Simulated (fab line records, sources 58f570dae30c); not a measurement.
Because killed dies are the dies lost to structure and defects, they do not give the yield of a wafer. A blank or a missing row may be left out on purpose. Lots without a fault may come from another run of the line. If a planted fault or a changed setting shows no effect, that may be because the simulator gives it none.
Which tool did it? ; flow berkeley_cmos170 ; 13 lots, 39 wafers sampled, at 6 steps of a route of 331

== WHAT THE GAUGES READ, wafer by wafer ==
UCB170_PWELL_THK_MEAS_06. Usual: PWELL_NITRIDE_THK typically reads 220.2 nm, with standard deviation 1.8.
lot;measured;on;PWELL_NITRIDE_THK (nm);flag
L298;day 3 02:11;film_metro-03;220.0 217.7 218.3;
L299;day 3 11:27;film_metro-04;218.7 218.1 219.2;
L301;day 3 19:05;film_metro-01;219.2 221.4 219.6;
L302;day 3 19:05;film_metro-03;219.7 219.8 219.0;
L303;day 3 21:55;film_metro-04;221.2 219.6 219.5;
L305;day 4 20:02;film_metro-03;165.8 167.9 169.2;OFF
L306;day 5 05:37;film_metro-03;220.7 221.7 222.8;
L313;day 6 04:47;film_metro-04;221.8 222.9 221.5;
L315;day 6 18:17;film_metro-01;222.2 222.1 223.2;
L316;day 7 00:28;film_metro-03;221.1 221.5 220.9;
L317;day 7 08:23;film_metro-03;218.7 216.3 217.9;
L319;day 7 16:59;film_metro-04;220.4 223.3 223.1;
L320;day 8 01:07;film_metro-04;219.7 220.9 221.2;

UCB170_FIELD_THK_MEAS_91. Usual: FIELD_OXIDE_LEFT_2_THK typically reads 352 nm, with standard deviation 11.
lot;measured;on;FIELD_OXIDE_LEFT_2_THK (nm);flag
L298;day 5 20:33;film_metro-01;356 357 355;
L299;day 6 03:00;film_metro-03;346 346 346;
L301;day 6 12:37;film_metro-04;366 368 370;
L302;day 6 12:24;film_metro-01;356 361 361;
L303;day 7 01:08;film_metro-03;329 338 336;
L305;day 7 16:14;film_metro-01;353 352 355;
L306;day 7 22:26;film_metro-01;361 354 365;
L313;day 9 03:16;film_metro-01;357 347 349;
L315;day 9 11:59;film_metro-04;340 340 339;
L316;day 10 03:04;film_metro-01;359 360 355;
L317;day 10 08:01;film_metro-04;361 359 357;
L319;day 10 13:10;film_metro-01;347 358 353;
L320;day 11 00:17;film_metro-03;355 360 359;

UCB170_GATE_THK_MEAS_02. Usual: GATE_OXIDE_THK typically reads 6.55 nm, with standard deviation 0.12.
lot;measured;on;GATE_OXIDE_THK (nm);flag
L298;day 6 01:38;film_metro-02;6.80 6.77 6.79;
L299;day 6 06:16;film_metro-04;6.46 6.42 6.44;
L301;day 6 20:07;film_metro-02;6.53 6.59 6.43;
L302;day 6 20:05;film_metro-04;6.52 6.58 6.46;
L303;day 7 06:10;film_metro-04;6.58 6.59 6.63;
L305;day 7 21:50;film_metro-04;6.56 6.48 6.51;
L306;day 8 05:05;film_metro-01;6.67 6.53 6.56;
L313;day 9 07:23;film_metro-02;6.58 6.65 6.58;
L315;day 9 18:47;film_metro-02;6.40 6.34 6.37;
L316;day 10 05:48;film_metro-01;6.45 6.54 6.47;
L317;day 10 12:01;film_metro-04;6.26 6.41 6.26;
L319;day 10 17:03;film_metro-02;6.66 6.66 6.57;
L320;day 11 06:10;film_metro-02;6.42 6.44 6.41;

UCB170_NLDD_TW_MEAS_11. Usual: NLDD_TW typically reads 2212, with standard deviation 17.
lot;measured;on;NLDD_TW;flag
L298;day 6 12:17;film_metro-03;2215 2210 2212;
L299;day 6 20:44;film_metro-01;2229 2233 2222;
L301;day 7 10:50;film_metro-01;2218 2216 2227;
L302;day 7 10:10;film_metro-02;2200 2196 2201;
L303;day 7 19:40;film_metro-01;2228 2225 2225;
L305;day 8 11:31;film_metro-03;2204 2219 2205;
L306;day 8 16:53;film_metro-01;2238 2236 2218;
L313;day 9 19:08;film_metro-02;2191 2187 2182;
L315;day 10 09:06;film_metro-03;2207 2194 2207;
L316;day 10 22:34;film_metro-03;2201 2190 2201;
L317;day 10 22:53;film_metro-02;2197 2206 2193;
L319;day 11 02:53;film_metro-01;2231 2226 2230;
L320;day 11 16:40;film_metro-03;2205 2203 2210;

== WHICH TOOL RAN EACH LOT (tool, then ch and the chambers of the sampled wafers, then the start) ==
lot;UCB170_PWELL_CVD_05;UCB170_PWELL_ETCH_14
L298;lpcvd-02 ch 0, day 3 00:16;rie_diel-01 ch 2,3, day 3 03:07
L299;lpcvd-01 ch 1, day 3 09:31;rie_diel-01 ch 1,2,3, day 3 12:56
L301;lpcvd-01 ch 0, day 3 17:10;rie_diel-01 ch 0,1, day 3 21:51
L302;lpcvd-01 ch 0, day 3 17:10;rie_diel-04 ch 1,2,3, day 3 21:38
L303;lpcvd-02 ch 1, day 3 19:59;rie_diel-01 ch 0,1,2, day 3 23:55
L305;lpcvd-01 ch 1, day 4 18:07;rie_diel-04 ch 0,2, day 4 21:42
L306;lpcvd-02 ch 0, day 5 03:43;rie_diel-04 ch 0,2,3, day 5 07:04
L313;lpcvd-02 ch 0, day 6 02:50;rie_diel-03 ch 0,1,2, day 6 06:10
L315;lpcvd-02 ch 1, day 6 16:22;rie_diel-01 ch 0,1,2, day 6 19:28
L316;lpcvd-02 ch 0, day 6 22:33;rie_diel-03 ch 0,1,3, day 7 01:25
L317;lpcvd-02 ch 1, day 7 06:27;rie_diel-03 ch 0,2,3, day 7 09:26
L319;lpcvd-02 ch 1, day 7 15:04;rie_diel-03 ch 1,2,3, day 7 18:06
L320;lpcvd-02 ch 1, day 7 22:14;rie_diel-04 ch 1,2,3, day 8 02:03
- UCB170_PWELL_CVD_05: deposits Si3N4 from SiH2Cl2/NH3, target thk 220 nm, time 3300 s.
- UCB170_PWELL_ETCH_14: etches Si3N4 in CH3F/Ar/O2, stops on SiO2, target depth 242 nm, time 151 s.

== WHAT THE TOOLS THEMSELVES READ (means of the sampled wafers that have a number; where no wafer has one, the mark that the record gives instead) ==
UCB170_PWELL_ETCH_14. Usual: drypump_motor_current_A 5.8 A, standard deviation 0.37; oes_product_au 0.940 a.u., standard deviation 0.014; throttle_valve_pct 8.00 %, standard deviation 0.12.
lot;tool;drypump_motor_current_A (A);oes_product_au (a.u.);throttle_valve_pct (%);flag
L298;rie_diel-01;5.9;0.941;7.94;
L299;rie_diel-01;5.9;0.943;7.93;
L301;rie_diel-01;6.2;0.946;7.92;
L302;rie_diel-04;5.9;0.933;8.09;
L303;rie_diel-01;5.9;0.954;7.94;
L305;rie_diel-04;5.7;0.802;8.21;OFF
L306;rie_diel-04;5.6;0.935;8.12;
L313;rie_diel-03;5.5;0.954;8.00;
L315;rie_diel-01;5.9;0.947;7.94;
L316;rie_diel-03;5.8;0.939;7.95;
L317;rie_diel-03;5.9;0.935;7.94;
L319;rie_diel-03;5.7;0.947;7.94;
L320;rie_diel-04;5.9;0.933;8.09;

== THE ANSWER, worked out from the rows above alone ==
Rule: lot off if the mean of its wafers having a number is beyond 3 standard deviations from the usual mean. Also off: a lot with no number at a reading for which 4 or more lots have one. The other lots that the step has rows for count as sound. After the gauges, taken in route order, come the tools' own readings; for these a lot's mean is taken, as printed above. At the first step where some lot is off, the reading lying furthest off is the one used; lots without a number count as furthest.
Off: L305, seen at UCB170_PWELL_THK_MEAS_06 (PWELL_NITRIDE_THK).
A tool fits if, at a process step before that reading, it ran every lot that is off, and no sound lot after the first of them. Not tried: the gauges at UCB170_PWELL_THK_MEAS_06; whatever is off there is also off at UCB170_PWELL_ETCH_14, on other tools, and gauge error can't account for it. One fits: lpcvd-01 at UCB170_PWELL_CVD_05. Its last sound lot is L301 (day 3 17:10), its first lot that is off L305 (day 4 18:07): a fault that began between those two fits.

== WHAT WAS PUT IN BY THE SIMULATOR ==
lpcvd-01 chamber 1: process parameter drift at UCB170_PWELL_CVD_05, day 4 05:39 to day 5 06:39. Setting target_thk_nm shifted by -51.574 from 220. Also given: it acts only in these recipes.
Struck lots among those shown: L305. The rule given above showed the same thing.
